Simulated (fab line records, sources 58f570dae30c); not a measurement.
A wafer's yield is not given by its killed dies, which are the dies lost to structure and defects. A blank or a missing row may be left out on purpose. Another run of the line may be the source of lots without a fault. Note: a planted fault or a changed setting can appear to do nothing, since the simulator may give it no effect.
fab line records ; flow berkeleyCmos170 ; part 1 of 2: steps 1 to 26 of 37
record: lots: 5; wafers: 15; lastDay: 12
route steps=331 shown ZERO@7 NWELL@14 PWELL@34
lots with no fault: from the same line, run without faults
startH: start of the lot's first displayed wafer, in hours after the record's first day ; waitH: hours since the lot's step before ; " unchanged from the row above ; L1.1+2: several wafers, shown together as one row ; - no value, or no start given ; * or withheld: withheld ; < > ~ a bound
route shown NAME@n: names a module that has steps shown in the file, with the first one's number in the route ; usual: average and standard deviation across the fault-free wafers ; same: alike in all rows ; chamber/n: place in a boat ; sites: per-site readings ; _std_site: standard deviation of those values ; _edge_site: inner sites' mean taken away from outer sites' mean ; radiusMm: how far each site lies from the wafer's centre ; mask NAME#n: copy n ; behind: the most recent tool/chamber to have shaped the wafer ; hold: what put the lot on hold/how long, in hours/how the hold closed ; device: whichever transistor did not switch (one of n, p or np) ; end of line: tests run on the same wafers once the route is complete ; where a step has no rows: the recipe by itself ; killed: the dies lost at the first sort to structure and to defects; this is not the yield of the wafer ; map: the dies of a wafer, with x for killed, . for not killed, _ for no die there
set.NAME: the setting that was run; set.NAME@STEP: the one run at that earlier step ; model.NAME: the simulator's own value behind a step, which no gauge read
lots seen at some steps along the route; tables by step, rows by wafer
services: when a tool's chamber went out of use (startH, in hours from the record's first day, below 0 if earlier), for how many hours, and the reason
== steps ==
step: UCB170_ZERO_COAT_01
recipe: resist: KrF; spinRpm: 1500; resistThkNm: 900
usual: spinSpeedRpm: 1500.0/0.85
lot.wafer;tool;chamber;startH;waitH;spinSpeedRpm
L085.2;lithoTrack-02;0;75.44;0.1;1500.4
L085.4;lithoTrack-02;0;75.44;0.1;1499.6
L085.5;lithoTrack-02;0;75.44;0.1;1498.6
L086.2;lithoTrack-03;0;80.84;0.1;1499.4
L086.3;lithoTrack-03;0;80.84;0.1;1500.9
L086.5;lithoTrack-03;0;80.84;0.1;1500.9
L087.1;lithoTrack-04;0;85.94;0.1;1499.4
L087.4;lithoTrack-04;0;85.94;0.1;1500.1
L087.6;lithoTrack-04;0;85.94;0.1;1499.8
L089.1;lithoTrack-04;0;98.75;0.1;1500.9
L089.5;lithoTrack-04;0;98.75;0.1;1499.0
L089.6;lithoTrack-04;0;98.75;0.1;1498.6
L095.3;lithoTrack-03;0;128.83;0.1;1500.8
L095.5;lithoTrack-03;0;128.83;0.1;1502.1
L095.6;lithoTrack-03;0;128.83;0.1;1500.8
step: UCB170_ZERO_SOFTBAKE_02
recipe: resist: KrF; tempC: 130; timeS: 60
lot.wafer;tool;chamber;startH;waitH
L085.2+4+5;lithoTrack-02;0;75.59;0.1
L086.2+3+5;lithoTrack-03;0;80.99;0.1
L087.1+4+6;lithoTrack-04;0;86.09;0.1
L089.1+5+6;lithoTrack-04;0;98.90;0.1
L095.3+5+6;lithoTrack-03;0;128.98;0.1
step: UCB170_ZERO_EXPOSE_03
recipe: maskId: PM_MARKS; na: 0.5; sigmaOuter: 0.6; sourceShape: conventional; targetCdNm: 4000; doseMj: 30
usual: exposureDoseMJCm2: 30.006/0.029
same: sigmaOuter: 0.6
lot.wafer;tool;chamber;startH;waitH;mask;exposureDoseMJCm2
L085.2;krfScanner-01;0;75.73;0.1;PM_MARKS#0;30.060
L085.4;krfScanner-01;0;75.73;0.1;PM_MARKS#0;30.029
L085.5;krfScanner-01;0;75.73;0.1;PM_MARKS#0;30.065
L086.2;krfScanner-01;0;-;-;PM_MARKS#0;30.009
L086.3;krfScanner-01;0;-;-;PM_MARKS#0;29.984
L086.5;krfScanner-01;0;-;-;PM_MARKS#0;30.057
L087.1;krfScanner-02;0;-;-;PM_MARKS#0;30.003
L087.4;krfScanner-02;0;-;-;PM_MARKS#0;29.981
L087.6;krfScanner-02;0;-;-;PM_MARKS#0;29.975
L089.1;krfScanner-01;0;99.05;0.1;PM_MARKS#0;30.003
L089.5;krfScanner-01;0;99.05;0.1;PM_MARKS#0;29.925
L089.6;krfScanner-01;0;99.05;0.1;PM_MARKS#0;29.958
L095.3;krfScanner-01;0;-;-;PM_MARKS#0;30.013
L095.5;krfScanner-01;0;-;-;PM_MARKS#0;30.012
L095.6;krfScanner-01;0;-;-;PM_MARKS#0;29.938
step: UCB170_ZERO_PEB_04
recipe: pebTempC: 130; pebTimeS: withheld; resist: KrF
lot.wafer;tool;chamber;startH;waitH
L085.2+4+5;lithoTrack-03;0;76.34;0.6
L086.2+3+5;lithoTrack-02;0;-;-
L087.1+4+6;lithoTrack-02;0;-;-
L089.1+5+6;lithoTrack-03;0;99.26;0.2
L095.3+5+6;lithoTrack-02;0;-;-
step: UCB170_ZERO_DEVELOP_05
recipe: developer: TMAH; developTimeS: 45; resist: KrF; devTempC: 21
same: developTimeS: 45
lot.wafer;tool;chamber;startH;waitH
L085.2+4+5;lithoTrack-03;0;-;-
L086.2+3+5;lithoTrack-02;0;-;-
L087.1+4+6;lithoTrack-02;0;-;-
L089.1+5+6;lithoTrack-03;0;-;-
L095.3+5+6;lithoTrack-02;0;-;-
step: UCB170_ZERO_ETCH_06
recipe: chemistry: CHF3/CF4/Ar; target: SiO2; timeS: 12; pressureMtorr: 100; rfW: 500; CHF3_flow_sccm: 50; cf4FlowSccm: 10; Ar_flow_sccm: 120; overEtchFrac: 1.58
usual: drypumpMotorCurrentA: 5.8/0.41; oesProductAu: 0.618/0.0076; throttleValvePct: 9.26/0.084
lot.wafer;tool;chamber;startH;waitH;drypumpMotorCurrentA;oesProductAu;rfHoursCounterH;throttleValvePct
L085.2;rieDiel-01;3;76.59;-;5.5;0.624;129;9.35
L085.4;rieDiel-01;1;76.59;-;5.8;0.625;133;9.29
L085.5;rieDiel-01;2;76.59;-;6.3;0.616;-;9.25
L086.2;rieDiel-03;3;83.31;-;6.3;0.620;85;9.27
L086.3;rieDiel-03;2;83.31;-;5.7;0.616;138;9.38
L086.5;rieDiel-03;3;83.31;-;6.3;0.616;-;9.28
L087.1;rieDiel-04;0;88.04;-;5.8;0.612;4;9.27
L087.4;rieDiel-04;3;88.04;-;5.8;0.606;125;9.09
L087.6;rieDiel-04;3;88.04;-;5.8;0.609;-;9.08
L089.1;rieDiel-03;0;99.53;-;6.5;0.615;159;9.22
L089.5;rieDiel-03;3;99.53;-;6.3;0.628;-;9.28
L089.6;rieDiel-03;1;99.53;-;5.6;0.629;-;9.33
L095.3;rieDiel-01;3;130.81;-;5.5;0.617;133;9.33
L095.5;rieDiel-01;1;130.81;-;5.8;0.628;-;9.29
L095.6;rieDiel-01;0;130.81;-;5.1;0.607;-;9.31
step: UCB170_ZERO_STRIP_07
recipe: chemistry: O2; powerW: 400; pressureMtorr: 3500; platenTempC: withheld; o2FlowSccm: 400; overashFraction: 0.5
usual: drypumpMotorCurrentA: 5.6/0.46; oesProductAu: 0.727/0.0054; stripTimeToEndpointS: 21.46/0.075
lot.wafer;tool;chamber;startH;waitH;drypumpMotorCurrentA;oesProductAu;rfHoursCounterH;stripTimeToEndpointS
L085.2;plasmaAsher-02;0;76.62;0.0;5.2;0.726;30;21.50
L085.4;plasmaAsher-02;1;76.62;0.0;6.4;0.726;-;21.50
L085.5;plasmaAsher-02;1;76.62;0.0;6.4;0.732;-;21.47
L086.2;plasmaAsher-03;1;83.33;0.0;5.7;0.731;31;21.37
L086.3;plasmaAsher-03;0;83.33;0.0;5.2;0.726;-;21.39
L086.5;plasmaAsher-03;0;83.33;0.0;5.2;0.728;-;21.36
L087.1;plasmaAsher-01;1;88.06;0.0;5.4;0.732;35;21.48
L087.4;plasmaAsher-01;1;88.06;0.0;5.4;0.740;-;21.41
L087.6;plasmaAsher-01;0;88.06;0.0;5.5;0.736;-;21.45
L089.1;plasmaAsher-03;0;99.56;0.0;5.3;0.725;33;21.40
L089.5;plasmaAsher-03;0;99.56;0.0;5.2;0.736;-;21.47
L089.6;plasmaAsher-03;1;99.56;0.0;5.7;0.722;-;21.43
L095.3;plasmaAsher-01;0;130.87;0.0;5.5;0.725;-;21.57
L095.5;plasmaAsher-01;1;130.87;0.0;5.4;0.736;-;21.44
L095.6;plasmaAsher-01;0;130.87;0.0;5.5;0.732;-;21.46
step: UCB170_NWELL_WET_ETCH_00
recipe: chemistry: dHF; dilution: 25:1; target: SiO2; tempC: 25; timeS: 200
usual: tempC: 25.03/0.11
lot.wafer;tool;chamber;startH;waitH;tempC
L085.2;wetBench-03;3;77.06;0.4;25.01
L085.4;wetBench-03;3;77.06;0.4;25.10
L085.5;wetBench-03;3;77.06;0.4;25.05
L086.2;wetBench-01;1;85.02;1.7;24.99
L086.3;wetBench-01;1;85.02;1.7;25.04
L086.5;wetBench-01;1;85.02;1.7;25.06
L087.1;wetBench-01;1;88.16;0.1;24.97
L087.4;wetBench-01;1;88.16;0.1;25.06
L087.6;wetBench-01;1;88.16;0.1;24.95
L089.1;wetBench-01;0;99.66;0.1;25.02
L089.5;wetBench-01;0;99.66;0.1;25.09
L089.6;wetBench-01;0;99.66;0.1;25.15
L095.3;wetBench-01;1;133.54;2.6;24.99
L095.5;wetBench-01;1;133.54;2.6;24.88
L095.6;wetBench-01;1;133.54;2.6;24.89
step: UCB170_NWELL_OXIDATION_01
recipe: tempC: 1000; ambient: O2; targetThkA: 264; oxTimeS: 1260
usual: oxTempC: 999.9/0.38; zonePowerCentrePct: 49.6/2.3
same: oxTimeS: 1260
lot.wafer;tool;chamber;startH;waitH;oxTempC;zonePowerCentrePct
L085.2;furnace-01;0;79.55;2.4;1000.2;50.2
L085.4;furnace-01;0;79.55;2.4;1000.0;49.0
L085.5;furnace-01;0;79.55;2.4;1000.1;49.8
L086.2;furnace-02;0;88.07;3.0;1000.2;51.1
L086.3;furnace-02;0;88.07;3.0;999.6;51.5
L086.5;furnace-02;0;88.07;3.0;999.6;50.3
L087.1;furnace-01;0;94.02;5.8;999.7;48.9
L087.4;furnace-01;0;94.02;5.8;999.6;50.4
L087.6;furnace-01;0;94.02;5.8;999.9;49.8
L089.1;furnace-01;0;104.37;4.6;999.5;50.0
L089.5;furnace-01;0;104.37;4.6;1000.3;49.2
L089.6;furnace-01;0;104.37;4.6;999.7;49.4
L095.3;furnace-02;0;135.72;2.1;999.8;51.0
L095.5;furnace-02;0;135.72;2.1;999.5;50.6
L095.6;furnace-02;0;135.72;2.1;1000.1;50.7
step: UCB170_NWELL_THK_MEAS_02
recipe: reads: SiO2_of_NWELL_OXIDATION_01
usual: NWELL_OXIDE_THK: 26.4/0.37
lot.wafer;tool;chamber;startH;waitH;NWELL_OXIDE_THK[nm]
L085.2;filmMetro-04;-;80.91;0.0;26.2
L085.4;filmMetro-04;-;80.91;0.0;26.6
L085.5;filmMetro-04;-;80.91;0.0;26.3
L086.2;filmMetro-02;-;89.43;0.0;26.0
L086.3;filmMetro-02;-;89.43;0.0;26.0
L086.5;filmMetro-02;-;89.43;0.0;26.0
L087.1;filmMetro-02;-;95.37;0.0;25.6
L087.4;filmMetro-02;-;95.37;0.0;26.4
L087.6;filmMetro-02;-;95.37;0.0;26.3
L089.1;filmMetro-03;-;105.72;0.0;26.3
L089.5;filmMetro-03;-;105.72;0.0;26.1
L089.6;filmMetro-03;-;105.72;0.0;26.4
L095.3;filmMetro-02;-;137.09;0.0;26.5
L095.5;filmMetro-02;-;137.09;0.0;26.9
L095.6;filmMetro-02;-;137.09;0.0;26.4
step: UCB170_NWELL_ANNEAL_03
recipe: tempC: 1000; timeS: 900; ambient: N2
usual: zonePowerCentrePct: 48/3.2
lot.wafer;tool;chamber;startH;waitH;zonePowerCentrePct
L085.2;furnace-04;0;81.62;0.7;44
L085.4;furnace-04;0;81.62;0.7;44
L085.5;furnace-04;0;81.62;0.7;44
L086.2;furnace-01;0;95.37;5.9;50
L086.3;furnace-01;0;95.37;5.9;50
L086.5;furnace-01;0;95.37;5.9;50
L087.1;furnace-02;0;99.95;4.6;51
L087.4;furnace-02;0;99.95;4.6;50
L087.6;furnace-02;0;99.95;4.6;53
L089.1;furnace-04;0;108.16;2.4;44
L089.5;furnace-04;0;108.16;2.4;44
L089.6;furnace-04;0;108.16;2.4;44
L095.3;furnace-02;0;139.57;2.5;52
L095.5;furnace-02;0;139.57;2.5;51
L095.6;furnace-02;0;139.57;2.5;51
step: UCB170_NWELL_CVD_04
recipe: material: Si3N4; targetThkNm: 224; tempC: 800; precursor: SiH2Cl2/NH3; timeS: 3360; pressureMtorr: 200; sih2cl2FlowSccm: 25; nh3FlowSccm: 75
usual: sih2cl2FlowSccm: 25.01/0.071; zonePowerCentrePct: 35.3/1.1
lot.wafer;tool;chamber;startH;waitH;sih2cl2FlowSccm;zonePowerCentrePct
L085.2;lpcvd-02;1;82.87;0.0;24.92;34.0
L085.4;lpcvd-02;1;82.87;0.0;24.90;34.2
L085.5;lpcvd-02;1;82.87;0.0;24.90;34.6
L086.2;lpcvd-01;1;96.62;0.0;25.05;34.9
L086.3;lpcvd-01;1;96.62;0.0;24.90;34.0
L086.5;lpcvd-01;1;96.62;0.0;25.04;34.3
L087.1;lpcvd-02;1;101.20;0.0;25.00;34.7
L087.4;lpcvd-02;1;101.20;0.0;25.11;34.5
L087.6;lpcvd-02;1;101.20;0.0;25.06;34.3
L089.1;lpcvd-01;0;111.48;2.1;25.03;35.5
L089.5;lpcvd-01;0;111.48;2.1;24.97;35.1
L089.6;lpcvd-01;0;111.48;2.1;24.96;34.6
L095.3;lpcvd-02;1;140.82;0.0;25.12;34.0
L095.5;lpcvd-02;1;140.82;0.0;24.97;34.2
L095.6;lpcvd-02;1;140.82;0.0;24.92;34.7
step: UCB170_NWELL_THK_MEAS_05
recipe: reads: Si3N4_of_NWELL_CVD_04
usual: NWELL_NITRIDE_THK: 224.3/2.1
lot.wafer;tool;chamber;startH;waitH;NWELL_NITRIDE_THK[nm]
L085.2;filmMetro-03;-;84.82;0.0;224.2
L085.4;filmMetro-03;-;84.82;0.0;222.6
L085.5;filmMetro-03;-;84.82;0.0;223.6
L086.2;filmMetro-04;-;98.56;0.0;222.2
L086.3;filmMetro-04;-;98.56;0.0;224.0
L086.5;filmMetro-04;-;98.56;0.0;224.2
L087.1;filmMetro-02;-;103.13;0.0;225.9
L087.4;filmMetro-02;-;103.13;0.0;227.9
L087.6;filmMetro-02;-;103.13;0.0;225.8
L089.1;filmMetro-03;-;113.41;0.0;224.5
L089.5;filmMetro-03;-;113.41;0.0;223.8
L089.6;filmMetro-03;-;113.41;0.0;220.2
L095.3;filmMetro-03;-;142.77;0.0;227.1
L095.5;filmMetro-03;-;142.77;0.0;229.1
L095.6;filmMetro-03;-;142.77;0.0;226.9
step: UCB170_NWELL_HMDS_06
recipe: primeTimeS: 60; primeTempC: 100
lot.wafer;tool;chamber;startH;waitH
L085.2+4+5;lithoTrack-01;0;85.82;1.0
L086.2+3+5;lithoTrack-02;0;98.64;0.1
L087.1+4+6;lithoTrack-02;0;104.02;0.9
L089.1+5+6;lithoTrack-03;0;113.69;0.3
L095.3+5+6;lithoTrack-03;0;143.32;0.5
step: UCB170_NWELL_COAT_07
recipe: resist: KrF; spinRpm: 1500; resistThkNm: 900
usual: spinSpeedRpm: 1500.0/0.7
lot.wafer;tool;chamber;startH;waitH;spinSpeedRpm
L085.2;lithoTrack-01;0;85.97;0.1;1500.3
L085.4;lithoTrack-01;0;85.97;0.1;1498.7
L085.5;lithoTrack-01;0;85.97;0.1;1499.9
L086.2;lithoTrack-02;0;98.79;0.1;1499.6
L086.3;lithoTrack-02;0;98.79;0.1;1499.5
L086.5;lithoTrack-02;0;98.79;0.1;1499.9
L087.1;lithoTrack-02;0;104.17;0.1;1501.0
L087.4;lithoTrack-02;0;104.17;0.1;1500.0
L087.6;lithoTrack-02;0;104.17;0.1;1500.0
L089.1;lithoTrack-03;0;113.84;0.1;1500.8
L089.5;lithoTrack-03;0;113.84;0.1;1500.1
L089.6;lithoTrack-03;0;113.84;0.1;1499.0
L095.3;lithoTrack-03;0;143.47;0.1;1499.1
L095.5;lithoTrack-03;0;143.47;0.1;1499.7
L095.6;lithoTrack-03;0;143.47;0.1;1498.3
step: UCB170_NWELL_SOFTBAKE_08
recipe: resist: KrF; tempC: 130; timeS: 60
lot.wafer;tool;chamber;startH;waitH
L085.2+4+5;lithoTrack-01;0;86.12;0.1
L086.2+3+5;lithoTrack-02;0;98.94;0.1
L087.1+4+6;lithoTrack-02;0;104.32;0.1
L089.1+5+6;lithoTrack-03;0;113.99;0.1
L095.3+5+6;lithoTrack-03;0;143.62;0.1
step: UCB170_NWELL_EXPOSE_09
recipe: maskId: NWELL; targetCdNm: 3000; na: 0.5; sigmaOuter: 0.6; sourceShape: conventional; doseMj: 25
usual: exposureDoseMJCm2: 25.001/0.028
same: sigmaOuter: 0.6
lot.wafer;tool;chamber;startH;waitH;mask;exposureDoseMJCm2
L085.2;krfScanner-02;0;86.30;0.2;NWELL#0;24.980
L085.4;krfScanner-02;0;86.30;0.2;NWELL#0;24.979
L085.5;krfScanner-02;0;86.30;0.2;NWELL#0;25.014
L086.2;krfScanner-02;0;99.14;0.2;NWELL#0;25.004
L086.3;krfScanner-02;0;99.14;0.2;NWELL#0;25.019
L086.5;krfScanner-02;0;99.14;0.2;NWELL#0;25.034
L087.1;krfScanner-01;0;104.59;0.2;NWELL#0;25.018
L087.4;krfScanner-01;0;104.59;0.2;NWELL#0;25.018
L087.6;krfScanner-01;0;104.59;0.2;NWELL#0;24.990
L089.1;krfScanner-01;0;114.14;0.1;NWELL#0;25.004
L089.5;krfScanner-01;0;114.14;0.1;NWELL#0;24.993
L089.6;krfScanner-01;0;114.14;0.1;NWELL#0;24.991
L095.3;krfScanner-01;0;143.89;0.2;NWELL#0;25.026
L095.5;krfScanner-01;0;143.89;0.2;NWELL#0;25.044
L095.6;krfScanner-01;0;143.89;0.2;NWELL#0;24.997
step: UCB170_NWELL_PEB_10
recipe: pebTempC: 130; pebTimeS: withheld; resist: KrF
lot.wafer;tool;chamber;startH;waitH
L085.2+4+5;lithoTrack-03;0;87.29;1.0
L086.2+3+5;lithoTrack-02;0;99.42;0.3
L087.1+4+6;lithoTrack-02;0;105.19;0.6
L089.1+5+6;lithoTrack-02;0;114.39;0.2
L095.3+5+6;lithoTrack-01;0;144.17;0.3
step: UCB170_NWELL_DEVELOP_11
recipe: developer: TMAH; developTimeS: 45; resist: KrF; devTempC: 21
same: developTimeS: 45
lot.wafer;tool;chamber;startH;waitH
L085.2+4+5;lithoTrack-03;0;-;-
L086.2+3+5;lithoTrack-02;0;-;-
L087.1+4+6;lithoTrack-02;0;-;-
L089.1+5+6;lithoTrack-02;0;-;-
L095.3+5+6;lithoTrack-01;0;-;-
step: UCB170_NWELL_OVL_MEAS_12
usual: NWELL_OVL: 1/5.3
lot.wafer;tool;chamber;startH;waitH;NWELL_OVL[nm]
L085.2;overlay-01;-;87.55;-;3
L085.4;overlay-01;-;87.55;-;8
L085.5;overlay-01;-;87.55;-;4
L086.2;overlay-01;-;99.67;-;6
L086.3;overlay-01;-;99.67;-;9
L086.5;overlay-01;-;99.67;-;5
L087.1;overlay-01;-;105.47;-;0
L087.4;overlay-01;-;105.47;-;-6
L087.6;overlay-01;-;105.47;-;1
L089.1;overlay-02;-;114.67;-;2
L089.5;overlay-02;-;114.67;-;-1
L089.6;overlay-02;-;114.67;-;1
L095.3;overlay-02;-;144.40;-;-1
L095.5;overlay-02;-;144.40;-;0
L095.6;overlay-02;-;144.40;-;-1
step: UCB170_NWELL_ETCH_13
recipe: chemistry: CH3F/Ar/O2; target: Si3N4; stopOn: SiO2; CH3F_flow_sccm: 20; Ar_flow_sccm: 50; O2_flow_sccm: 7; pressureMtorr: 50; rfW: 450; targetDepthA: 2464; overEtchFrac: 0.1; timeS: 154
usual: drypumpMotorCurrentA: 5.8/0.34; oesProductAu: 0.944/0.015; throttleValvePct: 8.08/0.15
lot.wafer;tool;chamber;startH;waitH;drypumpMotorCurrentA;oesProductAu;rfHoursCounterH;throttleValvePct
L085.2;rieDiel-02;0;87.58;0.0;5.5;0.938;1;7.83
L085.4;rieDiel-02;3;87.58;0.0;5.6;0.961;165;8.01
L085.5;rieDiel-02;3;87.58;0.0;5.6;0.965;-;7.99
L086.2;rieDiel-04;3;99.76;0.1;5.8;0.930;125;7.89
L086.3;rieDiel-04;0;99.76;0.1;5.8;0.946;5;8.08
L086.5;rieDiel-04;1;99.76;0.1;5.4;0.940;-;8.00
L087.1;rieDiel-04;3;105.50;0.0;5.8;0.944;125;7.91
L087.4;rieDiel-04;2;105.50;0.0;6.4;0.957;-;8.14
L087.6;rieDiel-04;3;105.50;0.0;5.8;0.942;-;7.91
L089.1;rieDiel-02;2;114.70;0.0;5.6;0.947;18;8.17
L089.5;rieDiel-02;0;114.70;0.0;5.6;0.950;-;7.82
L089.6;rieDiel-02;1;114.70;0.0;5.7;0.918;-;8.37
L095.3;rieDiel-03;0;144.43;0.0;6.5;0.953;0;8.02
L095.5;rieDiel-03;3;144.43;0.0;6.3;0.954;-;8.08
L095.6;rieDiel-03;2;144.43;0.0;5.7;0.942;-;8.18
step: UCB170_NWELL_IMPLANT_14
recipe: species: P; doseCm2: 1e+13; energyKev: 150; tiltDeg: 7
usual: beamEnergyKeV: 150.00/0.049
lot.wafer;tool;chamber;startH;waitH;beamEnergyKeV
L085.2;implanter-03;0;87.71;0.1;149.98
L085.4;implanter-03;0;87.71;0.1;150.02
L085.5;implanter-03;0;87.71;0.1;149.98
L086.2;implanter-01;0;99.89;0.1;150.02
L086.3;implanter-01;0;99.89;0.1;150.07
L086.5;implanter-01;0;99.89;0.1;150.00
L087.1;implanter-03;0;105.61;0.1;149.88
L087.4;implanter-03;0;105.61;0.1;150.06
L087.6;implanter-03;0;105.61;0.1;150.04
L089.1;implanter-03;0;114.81;0.1;150.05
L089.5;implanter-03;0;114.81;0.1;150.08
L089.6;implanter-03;0;114.81;0.1;150.05
L095.3;implanter-04;0;144.58;0.1;150.01
L095.5;implanter-04;0;144.58;0.1;149.96
L095.6;implanter-04;0;144.58;0.1;149.93
step: UCB170_NWELL_STRIP_15
recipe: chemistry: O2; powerW: 400; pressureMtorr: 3500; platenTempC: withheld; o2FlowSccm: 400; overashFraction: 0.5
usual: drypumpMotorCurrentA: 5.7/0.51; oesProductAu: 0.721/0.0043; stripTimeToEndpointS: 17.99/0.083
lot.wafer;tool;chamber;startH;waitH;drypumpMotorCurrentA;oesProductAu;rfHoursCounterH;stripTimeToEndpointS
L085.2;plasmaAsher-02;1;87.83;0.1;6.4;0.714;32;18.11
L085.4;plasmaAsher-02;0;87.83;0.1;5.1;0.721;-;18.08
L085.5;plasmaAsher-02;1;87.83;0.1;6.4;0.721;-;18.09
L086.2;plasmaAsher-02;1;100.02;0.1;6.4;0.727;34;17.98
L086.3;plasmaAsher-02;1;100.02;0.1;6.4;0.719;-;18.01
L086.5;plasmaAsher-02;0;100.02;0.1;5.2;0.722;-;18.00
L087.1;plasmaAsher-02;1;105.76;0.1;6.4;0.718;34;17.91
L087.4;plasmaAsher-02;1;105.76;0.1;6.4;0.724;-;17.87
L087.6;plasmaAsher-02;0;105.76;0.1;5.2;0.726;-;17.93
L089.1;plasmaAsher-04;1;115.04;0.2;6.1;0.718;37;18.01
L089.5;plasmaAsher-04;0;115.04;0.2;5.3;0.718;-;17.83
L089.6;plasmaAsher-04;1;115.04;0.2;6.2;0.727;-;17.92
L095.3;plasmaAsher-03;1;144.71;0.1;5.7;0.720;-;18.06
L095.5;plasmaAsher-03;1;144.71;0.1;5.7;0.723;-;17.96
L095.6;plasmaAsher-03;0;144.71;0.1;5.2;0.719;-;17.97
step: UCB170_NWELL_TW_MEAS_16
usual: NWELL_TW: 1256/17
lot.wafer;tool;chamber;startH;waitH;NWELL_TW
L085.2;filmMetro-02;-;87.94;0.1;1259
L085.4;filmMetro-02;-;87.94;0.1;1254
L085.5;filmMetro-02;-;87.94;0.1;1252
L086.2;filmMetro-04;-;100.13;0.1;1229
L086.3;filmMetro-04;-;100.13;0.1;1226
L086.5;filmMetro-04;-;100.13;0.1;1222
L087.1;filmMetro-04;-;105.86;0.1;1224
L087.4;filmMetro-04;-;105.86;0.1;1222
L087.6;filmMetro-04;-;105.86;0.1;1228
L089.1;filmMetro-03;-;115.14;0.1;1266
L089.5;filmMetro-03;-;115.14;0.1;1268
L089.6;filmMetro-03;-;115.14;0.1;1273
L095.3;filmMetro-04;-;144.80;0.1;1234
L095.5;filmMetro-04;-;144.80;0.1;1238
L095.6;filmMetro-04;-;144.80;0.1;1236
step: UCB170_NWELL_CLEAN_17
recipe: chemistry: SPM; tempC: 120; timeS: 600
usual: tempC: 120.00/0.13
lot.wafer;tool;chamber;startH;waitH;tempC
L085.2;wetBench-03;3;87.99;0.0;120.09
L085.4;wetBench-03;3;87.99;0.0;120.07
L085.5;wetBench-03;3;87.99;0.0;119.98
L086.2;wetBench-01;2;100.18;0.0;120.03
L086.3;wetBench-01;2;100.18;0.0;120.01
L086.5;wetBench-01;2;100.18;0.0;120.04
L087.1;wetBench-01;2;107.81;1.9;119.97
L087.4;wetBench-01;2;107.81;1.9;120.10
L087.6;wetBench-01;2;107.81;1.9;119.94
L089.1;wetBench-01;1;115.20;0.1;119.92
L089.5;wetBench-01;1;115.20;0.1;120.10
L089.6;wetBench-01;1;115.20;0.1;120.07
L095.3;wetBench-04;2;144.84;0.0;120.00
L095.5;wetBench-04;2;144.84;0.0;119.90
L095.6;wetBench-04;2;144.84;0.0;119.84
step: UCB170_NWELL_WET_ETCH_18
recipe: chemistry: H3PO4; target: Si3N4; tempC: 160; timeS: 14400
usual: tempC: 159.95/0.14
lot.wafer;tool;chamber;startH;waitH;tempC
L085.2;wetBench-03;1;88.17;0.0;159.82
L085.4;wetBench-03;1;88.17;0.0;159.94
L085.5;wetBench-03;1;88.17;0.0;159.74
L086.2;wetBench-03;2;100.37;0.0;160.08
L086.3;wetBench-03;2;100.37;0.0;160.12
L086.5;wetBench-03;2;100.37;0.0;160.04
L087.1;wetBench-01;2;108.16;0.2;160.00
L087.4;wetBench-01;2;108.16;0.2;160.00
L087.6;wetBench-01;2;108.16;0.2;159.83
L089.1;wetBench-03;1;115.38;0.0;160.01
L089.5;wetBench-03;1;115.38;0.0;159.92
L089.6;wetBench-03;1;115.38;0.0;160.14
L095.3;wetBench-01;0;145.01;0.0;159.76
L095.5;wetBench-01;0;145.01;0.0;159.94
L095.6;wetBench-01;0;145.01;0.0;159.76
